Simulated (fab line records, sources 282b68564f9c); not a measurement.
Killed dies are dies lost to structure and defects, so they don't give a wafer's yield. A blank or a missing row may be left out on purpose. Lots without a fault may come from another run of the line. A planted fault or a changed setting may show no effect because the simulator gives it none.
Which tool did it? | flow rit_cmos | 13 lots, 39 wafers sampled, at 2 steps of a route of 202

WHAT THE GAUGES READ, wafer by wafer
The record holds no reading of a measuring or inspecting step that can be judged against a usual standard deviation.

WHICH TOOL RAN EACH LOT (tool, then ch and the chambers of the sampled wafers, then the start)
lot  | RIT_PSD_STRIP_09                    | RIT_M1_PROBE_99
L156 | plasma_asher-03 ch 0,1, day 3 06:11 | -
L157 | plasma_asher-01 ch 0,1, day 3 09:05 | -
L158 | plasma_asher-03 ch 0,1, day 3 12:35 | -
L160 | plasma_asher-01 ch 0,1, day 3 22:37 | -
L161 | plasma_asher-02 ch 0,1, day 4 04:53 | -
L163 | plasma_asher-03 ch 0,1, day 4 18:14 | -
L165 | plasma_asher-02 ch 0,1, day 5 02:41 | -
L166 | plasma_asher-01 ch 0,1, day 5 08:48 | -
L167 | plasma_asher-03 ch 0,1, day 5 14:08 | -
L169 | plasma_asher-01 ch 0,1, day 6 00:56 | prober-02, day 6 08:55
L170 | plasma_asher-03 ch 0,1, day 6 05:52 | -
L177 | plasma_asher-02 ch 0,1, day 7 21:48 | -
L179 | plasma_asher-03 ch 0,1, day 8 00:31 | -
- RIT_PSD_STRIP_09: strips in O2, time 180 s.
- RIT_M1_PROBE_99

WHAT THE TOOLS THEMSELVES READ (means of the sampled wafers that have a number; where no wafer has one, the mark that the record gives instead)
RIT_PSD_STRIP_09. Usual: chamber_pressure_mTorr 4000 mTorr, standard deviation 3.6; drypump_motor_current_A 5.5 A, standard deviation 0.57; rf_refl_power_W 7.5 W, standard deviation 1.3; run_length_s 208.5 s, standard deviation 0.64.
lot  | tool            | chamber_pressure_mTorr (mTorr) | drypump_motor_current_A (A) | rf_refl_power_W (W) | run_length_s (s) | flag
L156 | plasma_asher-03 | 4003                           | 5.7                         | 9.0                 | 208.8            |
L157 | plasma_asher-01 | 3999                           | 5.4                         | 6.7                 | 208.5            |
L158 | plasma_asher-03 | 4000                           | 5.7                         | 9.1                 | 208.8            |
L160 | plasma_asher-01 | 3997                           | 5.9                         | 7.2                 | 208.5            |
L161 | plasma_asher-02 | 3997                           | 5.0                         | 5.6                 | 208.1            |
L163 | plasma_asher-03 | 4002                           | 5.6                         | 8.9                 | 209.2            |
L165 | plasma_asher-02 | 3997                           | 5.0                         | 5.7                 | 207.9            |
L166 | plasma_asher-01 | 4000                           | 5.4                         | 6.9                 | 208.6            |
L167 | plasma_asher-03 | 4003                           | 5.6                         | 9.0                 | 209.0            |
L169 | plasma_asher-01 | 4000                           | 5.8                         | 7.1                 | 117.1            | OFF
L170 | plasma_asher-03 | 3998                           | 5.6                         | 9.0                 | 208.6            |
L177 | plasma_asher-02 | 4002                           | 4.8                         | 6.0                 | 207.8            |
L179 | plasma_asher-03 | 3998                           | 5.6                         | 9.0                 | 208.6            |

RIT_M1_PROBE_99. Usual: killed_at_contacts 0.1, standard deviation 0.28; killed_at_front_end 7.0, standard deviation 2.9; killed_dies 7.0, standard deviation 2.9; killed_on_rim 1.8, standard deviation 1.4; killed_open 3.4, standard deviation 2.1; killed_short 3.6, standard deviation 1.7.
lot  | tool      | killed_at_contacts | killed_at_front_end | killed_dies | killed_on_rim | killed_open | killed_short | flag
L169 | prober-02 | 0.3                | 263.7               | 264.0       | 70.0          | 2.3         | 3.3          | OFF

THE ANSWER, worked out from the rows above alone
Rule: a lot is off if the mean of its wafers that have a number lies more than 3 standard deviations from the usual mean. A lot without any number at a reading at which 4 lots or more have one is off too. The other lots that the step has rows for count as sound. The gauges are gone through in route order, then the tools' own readings, and for those a lot's mean is taken as printed above. The first step at which some lot is off is used, and at that step the reading that is off furthest; a lot without a number counts as furthest.
Off: L169, at RIT_PSD_STRIP_09 (run_length_s).
A tool fits if, at that step or a process step before it, it ran every lot that is off, and no sound lot after the first of them. One fits: plasma_asher-01 at RIT_PSD_STRIP_09. Its last sound lot is L166 (day 5 08:48), its first lot that is off L169 (day 6 00:56): a fault that began between those two fits.
The tool's own readings at RIT_PSD_STRIP_09 bear it out: on the lots that are off they differ by more than 5 times the standard deviation of the sound lots' means. run_length_s reads 117.1 s there against 208.5 s on the sound lots.

WHAT THE SIMULATOR HAD PUT IN
Strip aborted: plasma_asher-01, from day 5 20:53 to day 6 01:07, at RIT_PSD_STRIP_09. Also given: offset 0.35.
Lots struck among those shown: L169. The rule above found the same.
